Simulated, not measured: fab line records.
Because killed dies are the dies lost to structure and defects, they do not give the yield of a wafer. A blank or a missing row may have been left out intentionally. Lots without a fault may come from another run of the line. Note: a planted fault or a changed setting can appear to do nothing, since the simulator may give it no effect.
A struck lot beside a sound one || flow berkeley-cmos170 || 15 out of 331 route steps
Sound: the wafers L605.2, L605.3, L605.5. Wafers struck: L608.4, L608.5, L608.6. The cause is given at the end.
Per side, at each step with rows, come the tool, then ch with its chambers, and then its first start. Under that, the readings that differ: sound wafers || struck wafers || difference of the means || sigmas: that difference in standard deviations of wafers without a fault.
alike: words and numbers the same on both sides, and readings whose means are apart by under 2 such deviations; not compared: readings that were withheld, readings missing a value for some wafer, numbers with overlapping values and no deviation given by the record, and bounds like >300 which may hide the same value.
Wherever a step has rows on one side only, a row that says differs or no value, or a row with sigmas, the two part there. Numbers that don't overlap but have no deviation are shown without sigmas and don't part them. A reading missing from all wafers of one side parts the sides only when that side holds two or more wafers.

UCB170_NWELL_THK_MEAS_05:
  sound on film-metro-02, day 4 01:55; struck on film-metro-03, day 4 16:55
  alike: NWELL_NITRIDE_THK
then, 6 steps without rows for these wafers: UCB170_NWELL_HMDS_06 (prime time 60 s); UCB170_NWELL_COAT_07 (resist thk 900 nm); UCB170_NWELL_SOFTBAKE_08 (time 60 s); UCB170_NWELL_EXPOSE_09 (exposes mask NWELL, target cd 3000 nm); UCB170_NWELL_PEB_10; UCB170_NWELL_DEVELOP_11 (develop time 45 s).
UCB170_NWELL_OVL_MEAS_12:
  sound on overlay-02, day 4 02:56; struck on overlay-02, day 4 18:17
  alike: NWELL_OVL
UCB170_NWELL_ETCH_13: etches Si3N4 in CH3F/Ar/O2, stops on SiO2, target depth 246.4 nm, time 154 s.
  sound on rie-diel-03 ch 0,2,3, day 4 02:58; struck on rie-diel-03 ch 0,3, day 4 18:19
  alike: CH3F_flow_sccm, drypump-motor-current-A, oes-product-au, rf-fwd-power-W, throttle-valve-pct
  not compared: rf-hours-counter-h
next, for these wafers, 1 step has no rows: UCB170_NWELL_IMPLANT_14.
UCB170_NWELL_STRIP_15: strips in O2.
  sound on plasma-asher-04 ch 0,1, day 4 03:13; struck on plasma-asher-03 ch 0,1, day 4 18:35
  alike: drypump-motor-current-A, oes-product-au, strip-time-to-endpoint-s
  not compared: rf-hours-counter-h
UCB170_NWELL_TW_MEAS_16:
  sound on film-metro-01, day 4 03:19; struck on film-metro-03, day 4 18:41
  alike: NWELL_TW
UCB170_NWELL_CLEAN_17: cleans in SPM, time 600 s.
  sound on wet-bench-04 ch 1, day 4 03:22; struck on wet-bench-04 ch 0, day 4 18:46
  no value came back on the struck wafers for bath-guard-temp-C (C), bath-heat-duty-pct (%); on the sound wafers bath-guard-temp-C (C) reads 120.0 119.7 119.9
then, 1 step without rows for these wafers: UCB170_NWELL_WET_ETCH_18 (etches Si3N4 in H3PO4, time 14400 s).
UCB170_M3_PROBE_99:
  the record holds rows for the sound wafers here (prober-02, day 9 23:26) but none for the struck ones

WHERE THEY PART
Last at UCB170_M3_PROBE_99 as far as this record goes, first at UCB170_NWELL_CLEAN_17.

WHY: whatever the simulator had introduced
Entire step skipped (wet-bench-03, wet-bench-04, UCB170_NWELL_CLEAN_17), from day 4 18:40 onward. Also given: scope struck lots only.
